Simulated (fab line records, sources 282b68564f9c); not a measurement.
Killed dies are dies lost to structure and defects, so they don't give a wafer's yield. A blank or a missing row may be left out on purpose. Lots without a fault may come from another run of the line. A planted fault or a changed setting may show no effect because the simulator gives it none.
Which tool did it? | flow rit_cmos | 13 lots, 39 wafers sampled, at 2 steps of a route of 202

WHAT THE GAUGES READ, wafer by wafer
The record holds no reading of a measuring or inspecting step that can be judged against a usual standard deviation.

WHICH TOOL RAN EACH LOT (tool, then ch and the chambers of the sampled wafers, then the start)
lot  | RIT_ACTIVE_CLEAN_15            | RIT_M1_PROBE_99
L461 | wet_bench-03 ch 2, day 1 16:21 | prober-01, day 3 21:37
L462 | wet_bench-03 ch 0, day 1 23:23 | prober-02, day 4 04:01
L463 | wet_bench-02 ch 0, day 2 04:41 | prober-01, day 4 09:39
L464 | wet_bench-03 ch 1, day 2 08:13 | prober-02, day 4 12:46
L465 | wet_bench-02 ch 1, day 2 13:59 | prober-02, day 4 14:13
L466 | wet_bench-02 ch 0, day 2 17:40 | prober-01, day 4 20:42
L469 | wet_bench-02 ch 3, day 3 10:56 | prober-02, day 5 11:53
L470 | wet_bench-02 ch 1, day 3 15:29 | prober-01, day 5 17:31
L471 | wet_bench-01 ch 0, day 3 17:25 | prober-02, day 5 19:04
L473 | wet_bench-02 ch 2, day 4 04:41 | prober-02, day 6 03:16
L474 | wet_bench-02 ch 2, day 4 09:08 | prober-01, day 6 08:26
L475 | wet_bench-01 ch 2, day 4 14:09 | prober-02, day 6 16:07
L483 | wet_bench-02 ch 2, day 6 05:52 | prober-01, day 8 06:50
- RIT_ACTIVE_CLEAN_15: cleans in SC1, time 600 s.
- RIT_M1_PROBE_99

WHAT THE TOOLS THEMSELVES READ (means of the sampled wafers that have a number; where no wafer has one, the mark that the record gives instead)
RIT_ACTIVE_CLEAN_15. Usual: bath_heat_duty_pct 15.3 %, standard deviation 1.7.
lot  | tool         | bath_heat_duty_pct (%) | flag
L461 | wet_bench-03 | 14.2                   |
L462 | wet_bench-03 | 16.3                   |
L463 | wet_bench-02 | 13.7                   |
L464 | wet_bench-03 | 15.2                   |
L465 | wet_bench-02 | 17.9                   |
L466 | wet_bench-02 | 13.3                   |
L469 | wet_bench-02 | 13.3                   |
L470 | wet_bench-02 | 17.1                   |
L471 | wet_bench-01 | 14.8                   |
L473 | wet_bench-02 | 16.0                   |
L474 | wet_bench-02 | 16.1                   |
L475 | wet_bench-01 | 18.1                   |
L483 | wet_bench-02 | 15.3                   |

RIT_M1_PROBE_99. Usual: killed_at_M0_to_M3 0.0, standard deviation 0.14; killed_at_contacts 0.1, standard deviation 0.27; killed_at_front_end 6.5, standard deviation 2.8; killed_dies 6.6, standard deviation 2.8; killed_on_rim 1.7, standard deviation 1.3; killed_open 3.5, standard deviation 2; killed_short 3.2, standard deviation 1.8.
lot  | tool      | killed_at_M0_to_M3 | killed_at_contacts | killed_at_front_end | killed_dies | killed_on_rim | killed_open | killed_short | flag
L461 | prober-01 | 0.0                | 0.3                | 6.0                 | 6.3         | 2.3           | 2.7         | 3.7          |
L462 | prober-02 | 0.0                | 0.0                | 11.7                | 11.7        | 3.3           | 6.7         | 5.0          |
L463 | prober-01 | 0.0                | 0.0                | 8.0                 | 8.0         | 3.0           | 5.0         | 3.0          |
L464 | prober-02 | 0.0                | 0.0                | 7.3                 | 7.3         | 2.3           | 4.3         | 3.0          |
L465 | prober-02 | 0.0                | 0.3                | 4.7                 | 5.0         | 1.3           | 2.3         | 2.7          |
L466 | prober-01 | 0.0                | 0.3                | 6.3                 | 6.7         | 2.7           | 4.3         | 2.3          |
L469 | prober-02 | 0.0                | 0.0                | 6.0                 | 6.0         | 1.0           | 2.3         | 3.3          |
L470 | prober-01 | 0.3                | 0.0                | 5.7                 | 6.0         | 1.7           | 3.3         | 2.7          |
L471 | prober-02 | 0.0                | 0.3                | 7.3                 | 7.7         | 3.0           | 4.0         | 3.7          |
L473 | prober-02 | 0.0                | 0.0                | 6.0                 | 6.0         | 0.7           | 2.0         | 4.0          |
L474 | prober-01 | 0.0                | 0.3                | 5.3                 | 5.7         | 2.0           | 2.7         | 3.0          |
L475 | prober-02 | 0.0                | 0.0                | 6.3                 | 6.3         | 1.3           | 3.3         | 3.0          |
L483 | prober-01 | 0.0                | 0.0                | 31.3                | 31.3        | 12.3          | 3.3         | 3.7          | OFF

THE ANSWER, worked out from the rows above alone
Rule: a lot is off if the mean of its wafers that have a number lies more than 3 standard deviations from the usual mean. A lot without any number at a reading at which 4 lots or more have one is off too. The other lots that the step has rows for count as sound. The gauges are gone through in route order, then the tools' own readings, and for those a lot's mean is taken as printed above. The first step at which some lot is off is used, and at that step the reading that is off furthest; a lot without a number counts as furthest.
Off: L483, at RIT_M1_PROBE_99 (killed_at_front_end).
A tool fits if, at that step or a process step before it, it ran every lot that is off, and no sound lot after the first of them. Can't be told from this: 2 tools fit, wet_bench-02 at RIT_ACTIVE_CLEAN_15, prober-01 at RIT_M1_PROBE_99.

WHAT THE SIMULATOR HAD PUT IN
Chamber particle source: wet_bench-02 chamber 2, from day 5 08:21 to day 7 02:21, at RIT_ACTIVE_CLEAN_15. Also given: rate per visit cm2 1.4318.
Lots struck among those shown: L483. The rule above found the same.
